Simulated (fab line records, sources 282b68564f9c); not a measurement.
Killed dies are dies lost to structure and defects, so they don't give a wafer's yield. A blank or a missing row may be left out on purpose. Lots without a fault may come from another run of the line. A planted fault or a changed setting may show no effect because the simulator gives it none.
Split-lot experiment | flow rit_cmos | 5 lots, 23 wafers read, on a route of 202 steps

THE SPLIT
At RIT_PLDD_SOFTBAKE_02 (time 60 s), the setting temp_c was moved away from the recipe's 90 C on 5 of the 23 wafers read, by -3.8% to +3.4%. The other wafers ran this setting at the recipe's value.

FROM THE SPLIT TO THE READING: what the file shows between them, 2 steps
- RIT_PLDD_EXPOSE_03: exposes mask M8, target cd 40900 nm
- RIT_PLDD_PEB_04

THE READING
NOVOLAK_of_PLDD_COAT_01.thk_nm (the simulator's own value, which no gauge read), in nm, at RIT_PLDD_DEVELOP_05 (develop time 50 s). The file gives no usual value for it. The 18 wafers here that ran the recipe average 1002.9 nm, standard deviation 1.9 nm.

wafer  | tool, chamber at the split | temp_c as run, C | against the recipe | NOVOLAK_of_PLDD_COAT_01.thk_nm, nm | against lot-mates on the recipe
L074.1 | litho_track-01, 0          | 90               | recipe             | 1003                               | -
L074.2 | litho_track-01, 0          | 90               | recipe             | 1002                               | -
L074.3 | litho_track-01, 0          | 90               | recipe             | 1005                               | -
L074.4 | litho_track-01, 0          | 90               | recipe             | 1004                               | -
L074.6 | litho_track-01, 0          | 90               | recipe             | 1004                               | -
L077.1 | litho_track-02, 0          | 90               | recipe             | 999.1                              | -
L077.2 | litho_track-02, 0          | 93.07            | +3.4%              | 994.8                              | -5.6
L077.3 | litho_track-02, 0          | 90               | recipe             | 1001                               | -
L077.4 | litho_track-02, 0          | 90               | recipe             | 1001                               | -
L077.6 | litho_track-02, 0          | 93.07            | +3.4%              | 993.6                              | -6.8
L078.1 | litho_track-02, 0          | 90               | recipe             | 1004                               | -
L078.2 | litho_track-02, 0          | 90               | recipe             | 1006                               | -
L078.3 | litho_track-02, 0          | 86.58            | -3.8%              | 1013                               | +8.0
L078.4 | litho_track-02, 0          | 86.58            | -3.8%              | 1015                               | +10.0
L078.5 | litho_track-02, 0          | 86.58            | -3.8%              | 1014                               | +9.0
L079.2 | litho_track-02, 0          | 90               | recipe             | 1002                               | -
L079.6 | litho_track-02, 0          | 90               | recipe             | 1002                               | -
L079.5 | litho_track-02, 0          | 90               | recipe             | 1001                               | -
L081.1 | litho_track-03, 0          | 90               | recipe             | 1002                               | -
L081.2 | litho_track-03, 0          | 90               | recipe             | 1002                               | -
L081.3 | litho_track-03, 0          | 90               | recipe             | 1007                               | -
L081.4 | litho_track-03, 0          | 90               | recipe             | 1005                               | -
L081.5 | litho_track-03, 0          | 90               | recipe             | 1003                               | -

THE FIT
A straight line over all 23 wafers: NOVOLAK_of_PLDD_COAT_01.thk_nm changes by -2.78 nm for each +1% of temp_c; r = -0.94; the points scatter about the line by 1.9 nm.
The same after taking each lot's own level away (the mean of its wafers on the recipe; 23 wafers): -2.16 nm for each +1%; r = -0.95; scatter 1.3 nm.
On that fit, the largest move of temp_c shifts the reading by 8.2 nm.
The lots' own levels span 1000.37 to 1005.00 nm, that is 2.4 times the standard deviation above.
So the lot-to-lot level changes the slope: the two fits differ.
Check: with one of the wafers moved furthest among these (-3.8%) left out of the fit, the line predicts +8.54 nm for it against its lot-mates. It came out at +8 nm against them.

OTHER SPLITS ON THESE WAFERS
These wafers also went through other splits before the reading. Each is held against what the fit with the lots' levels taken away leaves over:
other split on the same wafers | wafers away from the commonest value | r with NOVOLAK_of_PLDD_COAT_01.thk_nm (lot level and that fit taken away)
RIT_REOX_OXIDATION_03 temp_c   | 15                                   | -0.12
RIT_NLDD_IMPLANT_08 energy_kev | 9                                    | +0.08

THE FILE'S OWN FIT
NOVOLAK_of_PLDD_COAT_01.thk_nm changes by -2.11 nm for each +1% of temp_c, r = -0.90.
